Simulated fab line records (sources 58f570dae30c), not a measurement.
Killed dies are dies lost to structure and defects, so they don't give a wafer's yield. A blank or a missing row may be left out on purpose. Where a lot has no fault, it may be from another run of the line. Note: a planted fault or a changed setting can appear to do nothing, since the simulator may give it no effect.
Comparing a struck lot with a sound one -- flow berkeley-cmos170 -- 21 steps out of a route of 331
Sound: the wafers L534.4, L534.5, L534.6. Wafers struck: L539.2, L539.3, L539.5. Last of all comes the cause.
Per side, at each step with rows, come the tool, then ch with its chambers, and then its first start. Under that, the readings that differ: sound wafers -- struck wafers -- difference of the means -- sigmas: that difference in standard deviations of wafers without a fault.
alike: readings with means less than 2 such deviations apart, plus words and numbers identical on both sides. not compared: withheld readings, readings lacking a value on some wafer, bounds such as >300 that could conceal the same value, and numbers that have no deviation in the record and whose values overlap.
A row with sigmas, a row that says differs or no value, or rows on one side alone: a step with any of these is where the two part. When numbers do not overlap yet have no deviation, they are printed without sigmas and do not part them. Lack of a reading on every wafer of one side parts them only where that side has two or more wafers.

first, 5 steps without rows for these wafers: UCB170_ACTIVE_COAT_08 (resist thk 900 nm); UCB170_ACTIVE_SOFTBAKE_09 (time 60 s); UCB170_ACTIVE_EXPOSE_10 (exposes mask ACTIVE, target cd 1200 nm); UCB170_ACTIVE_PEB_11; UCB170_ACTIVE_DEVELOP_12 (develop time 45 s).
UCB170_ACTIVE_CD_MEAS_13: the cd target is 1200 nm.
  sound on cd-sem-01, day 6 08:24; struck on cd-sem-02, day 7 10:16
  alike: cd-nm
UCB170_ACTIVE_OVL_MEAS_14:
  sound on overlay-01, day 6 08:29; struck on overlay-01, day 7 10:22
  alike: ACTIVE_OVL
UCB170_ACTIVE_ETCH_15: etches Si3N4 in CH3F/Ar/O2, stops on SiO2, target depth 242 nm, time 151 s.
  sound on rie-diel-02 ch 0,1, day 6 08:30; struck on rie-diel-02 ch 0,1,3, day 7 10:24
  alike: O2_flow_sccm, drypump-motor-current-A, oes-product-au, throttle-valve-pct
  not compared: rf-hours-counter-h
UCB170_ACTIVE_STRIP_16: strips in O2.
  sound on plasma-asher-04 ch 0,1, day 6 08:38; struck on plasma-asher-04 ch 0,1, day 7 10:30
  alike: drypump-motor-current-A, oes-product-au, strip-time-to-endpoint-s
  not compared: rf-hours-counter-h
UCB170_ACTIVE_CD_MEAS_90: the cd target is 1200 nm.
  sound on cd-sem-01, day 6 08:46; struck on cd-sem-02, day 7 10:37
  alike: cd-nm
then, 2 steps without rows for these wafers: UCB170_ACTIVE_CLEAN_17 (cleans in SPM, time 600 s); UCB170_PFIELD_HMDS_00 (prime time 60 s).
UCB170_PFIELD_COAT_01: resist thk 900 nm.
  sound on litho-track-02 ch 0, day 6 11:35; struck on litho-track-03 ch 0, day 7 11:04
reading,sound,struck,difference,sigmas
spin-speed-rpm (rpm),1499.9 1500.8 1501.2,1271.4 1273.2 1272.3,-228.3,-99 or more
model.KrF_of_PFIELD_COAT_01.thk-nm (nm),899.9 900 896.5,978 978.6 978.5,+80,
then, 3 steps without rows for these wafers: UCB170_PFIELD_SOFTBAKE_02 (time 60 s); UCB170_PFIELD_EXPOSE_03 (exposes mask PFIELD, target cd 1500 nm); UCB170_PFIELD_PEB_04.
UCB170_PFIELD_DEVELOP_05: develop time 45 s.
  sound: litho-track-03 ch 0; struck: litho-track-04 ch 0
reading,sound,struck,difference,sigmas
model.KrF_of_PFIELD_COAT_01.thk-nm (nm),885.7 885.8 882.3,963.8 964.4 964.3,+79.6,
UCB170_PFIELD_OVL_MEAS_06:
  sound on overlay-02, day 6 12:35; struck on overlay-02, day 7 11:47
  alike: PFIELD_OVL
following that, these wafers have no rows for 1 step: UCB170_PFIELD_IMPLANT_07.
UCB170_PFIELD_STRIP_08: strips in O2.
  sound on plasma-asher-01 ch 0,1, day 6 12:47; struck on plasma-asher-03 ch 0, day 7 11:58
reading,sound,struck,difference,sigmas
strip-time-to-endpoint-s (s),21.61 21.61 21.55,23.48 23.50 23.49,+1.90,+34
  alike: drypump-motor-current-A, oes-product-au
  not compared: rf-hours-counter-h
UCB170_PFIELD_TW_MEAS_09:
  sound on film-metro-03, day 6 12:53; struck on film-metro-03, day 7 12:05
  alike: PFIELD_TW

== WHERE THEY PART ==
Last at UCB170_PFIELD_STRIP_08 as far as this record goes, first at UCB170_PFIELD_COAT_01. Later steps at which nothing parts them and some readings are alike: UCB170_PFIELD_TW_MEAS_09.

WHY: what the simulator had put in
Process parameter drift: litho-track-03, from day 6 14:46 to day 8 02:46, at UCB170_PFIELD_COAT_01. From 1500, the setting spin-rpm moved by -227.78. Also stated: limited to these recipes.
